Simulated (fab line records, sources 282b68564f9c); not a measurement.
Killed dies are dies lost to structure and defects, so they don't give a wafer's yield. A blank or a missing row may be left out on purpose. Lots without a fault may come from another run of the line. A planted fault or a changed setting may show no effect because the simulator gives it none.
Tool commonality check | flow rit_cmos | 14 lots, 42 wafers sampled

WHY IT WAS OPENED
At RIT_NWELL_TW_MEAS_10 the reading NWELL_TW is flagged on 2 of 14 lots. Wafers without a fault read 2170, standard deviation 20.
Rule: a lot is flagged when every wafer of it that has a number lies more than 4 standard deviations from that mean, or none has a number. The other lots count as sound.

lot  | measured    | on            | NWELL_TW, wafer by wafer | flag
L773 | day 1 22:38 | film_metro-03 | 2169 2168 2163           |
L774 | day 2 04:07 | film_metro-03 | 2177 2174 2182           |
L776 | day 2 13:28 | film_metro-04 | 2210 2200 2193           |
L778 | day 3 01:37 | film_metro-04 | 2172 2169 2175           |
L781 | day 3 13:40 | film_metro-03 | 2263 2269 2274           | FLAGGED
L783 | day 3 22:58 | film_metro-03 | 2257 2267 2257           | FLAGGED
L788 | day 5 03:05 | film_metro-04 | 2192 2189 2186           |
L790 | day 5 11:12 | film_metro-04 | 2198 2193 2201           |
L791 | day 5 18:25 | film_metro-01 | 2139 2142 2152           |
L792 | day 5 21:31 | film_metro-01 | 2134 2120 2123           |
L793 | day 6 02:42 | film_metro-01 | 2146 2146 2149           |
L794 | day 6 08:31 | film_metro-01 | 2165 2140 2145           |
L795 | day 6 13:40 | film_metro-04 | 2212 2199 2188           |
L796 | day 6 19:16 | film_metro-01 | 2163 2158 2149           |
The numbers of the flagged lots are 2264 on average: +94 against the usual, or +5 standard deviations.

WHICH TOOL RAN EACH LOT
The record holds 1 process step before the reading, out of a route of 202 steps. In each cell: the tool, then ch and the chambers that the sampled wafers went through, then the start.
lot  | flag    | RIT_NWELL_IMPLANT_08
L773 |         | implanter-02 ch 0, day 1 22:20
L774 |         | implanter-02 ch 0, day 2 03:47
L776 |         | implanter-02 ch 0, day 2 13:09
L778 |         | implanter-01 ch 0, day 3 01:18
L781 | FLAGGED | implanter-03 ch 0, day 3 13:20
L783 | FLAGGED | implanter-03 ch 0, day 3 22:38
L788 |         | implanter-01 ch 0, day 5 02:45
L790 |         | implanter-01 ch 0, day 5 10:53
L791 |         | implanter-01 ch 0, day 5 18:05
L792 |         | implanter-02 ch 0, day 5 21:14
L793 |         | implanter-01 ch 0, day 6 02:23
L794 |         | implanter-01 ch 0, day 6 08:11
L795 |         | implanter-01 ch 0, day 6 13:22
L796 |         | implanter-01 ch 0, day 6 18:57
What these steps do:
- RIT_NWELL_IMPLANT_08
- RIT_NWELL_TW_MEAS_10

FLAGGED OVER TOTAL, TOOL BY TOOL (the gauges that took the reading come last)
step                 | tool          | lots run | flagged | share of the flagged lots | sound lots run after its first flagged lot
RIT_NWELL_IMPLANT_08 | implanter-01  | 8        | 0       | none                      | -
RIT_NWELL_IMPLANT_08 | implanter-02  | 4        | 0       | none                      | -
RIT_NWELL_IMPLANT_08 | implanter-03  | 2        | 2       | all                       | 0
RIT_NWELL_TW_MEAS_10 | film_metro-01 | 5        | 0       | none                      | -
RIT_NWELL_TW_MEAS_10 | film_metro-03 | 4        | 2       | all                       | 0
RIT_NWELL_TW_MEAS_10 | film_metro-04 | 5        | 0       | none                      | -

WHAT THE TABLE ALLOWS
2 rows of the table ran every flagged lot: implanter-03 at RIT_NWELL_IMPLANT_08, film_metro-03 at RIT_NWELL_TW_MEAS_10.
- implanter-03 at RIT_NWELL_IMPLANT_08: 2 of its 2 lots flagged. It ran no sound lot before its first flagged lot in this sample, so the start can't be narrowed down. Its own readings lie more than 4 standard deviations out on every wafer of the flagged lots: beam_energy_keV.
- film_metro-03 at RIT_NWELL_TW_MEAS_10: 2 of its 4 lots flagged. Its last sound lot is L774 (day 2 04:07), its first flagged lot L781 (day 3 13:40): a fault that began between those two fits.
Counting lots can't tell these 2 tools apart, because each fits a fault that began at some hour. More lots, or a look at what each step does to the wafer, might.

WHAT THE SIMULATOR HAD PUT IN
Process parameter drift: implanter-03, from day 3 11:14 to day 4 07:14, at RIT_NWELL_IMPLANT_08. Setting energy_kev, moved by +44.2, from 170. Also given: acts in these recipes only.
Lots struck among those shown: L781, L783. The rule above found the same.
